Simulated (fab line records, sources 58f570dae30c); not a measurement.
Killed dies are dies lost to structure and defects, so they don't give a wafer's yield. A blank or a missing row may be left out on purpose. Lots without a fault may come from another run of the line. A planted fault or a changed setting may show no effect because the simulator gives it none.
Problem report in the 8D (eight disciplines) form, filled by code | flow berkeley_cmos170 | the parts of the form that need people (team, actions taken, sign-off) are left out

1. THE PROBLEM
exposure_dose_mJ_cm2 at UCB170_NVT_EXPOSE_03 reads a mean of 27.445 on 12 wafers of 4 lots; wafers without a fault read 29.995 with a standard deviation of 0.03. That is -85 standard deviations from the usual mean.
The step: exposes mask PWELL, target cd 3000 nm.
First seen on wafer L782.4, day 9 07:31, on krf_scanner-01. The record holds 48 wafers of 16 lots with a number at this step. Rule for "out", or "out of limits": more than 4 standard deviations from the usual mean. The other wafers with a number count as sound.

2. WHAT IT IS AND WHAT IT IS NOT
question                    | is                     | is not
which readings at this step | exposure_dose_mJ_cm2   | reticle_temp_C, stage_vel_mm_s
which lots                  | L782, L783, L786, L789 | L769, L770, L771, L772, L773, L774, L775, L777, L779, L780, L790, L792
which wafers of those lots  | all that have a number | -
read on which tools         | krf_scanner-01         | krf_scanner-02
when                        | from day 9 07:31       | up to then (30 sound wafers); but 6 sound wafers of L790, L792 came after

3. SUSPECTS, AND WHAT RULES EACH OUT
Counting: a tool at a process step up to the reading stays a suspect if it ran every lot that is out and no sound lot after the first of them.
- krf_scanner-01 at UCB170_NVT_EXPOSE_03 (exposes mask PWELL, target cd 3000 nm): kept. It ran every lot that is out, first L782 (day 9 07:31), and no sound lot after that; its last sound lot up to then is L780 (day 8 15:24). Its own readings are out on those wafers: exposure_dose_mJ_cm2.
Left after counting: krf_scanner-01 at UCB170_NVT_EXPOSE_03.

4. THE CAUSE (what the simulator had put in)
Process parameter drift: krf_scanner-01, from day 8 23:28 on, at UCB170_NVT_EXPOSE_03. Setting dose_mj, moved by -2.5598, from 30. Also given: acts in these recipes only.
Counting left only this tool.

5. THE CHAIN OF EFFECTS, in route order
Each row: a reading whose mean over the struck wafers that have a number lies more than 3 standard deviations from the usual. Only readings for which the record gives a usual standard deviation are gone through. hours: the time from each lot's start at the first step in this table that gives one to its start at this step, as a median over the lots. sigmas: the change in usual standard deviations.
hours | step                 | reading              | usual  | on struck wafers | change | sigmas
0     | UCB170_NVT_EXPOSE_03 | exposure_dose_mJ_cm2 | 29.995 | 27.445           | -2.550 | -85
The process steps in it:
- UCB170_NVT_EXPOSE_03: exposes mask PWELL, target cd 3000 nm.
Later measuring or inspecting steps at which every struck wafer that the step has a row for has a number for every such reading, and none has moved that far: UCB170_PVT_OVL_MEAS_06.

6. WHAT WOULD HAVE CAUGHT IT SOONER
In this record the first reading out of limits was taken at day 9 07:31, 8 hours after the fault began at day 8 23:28.
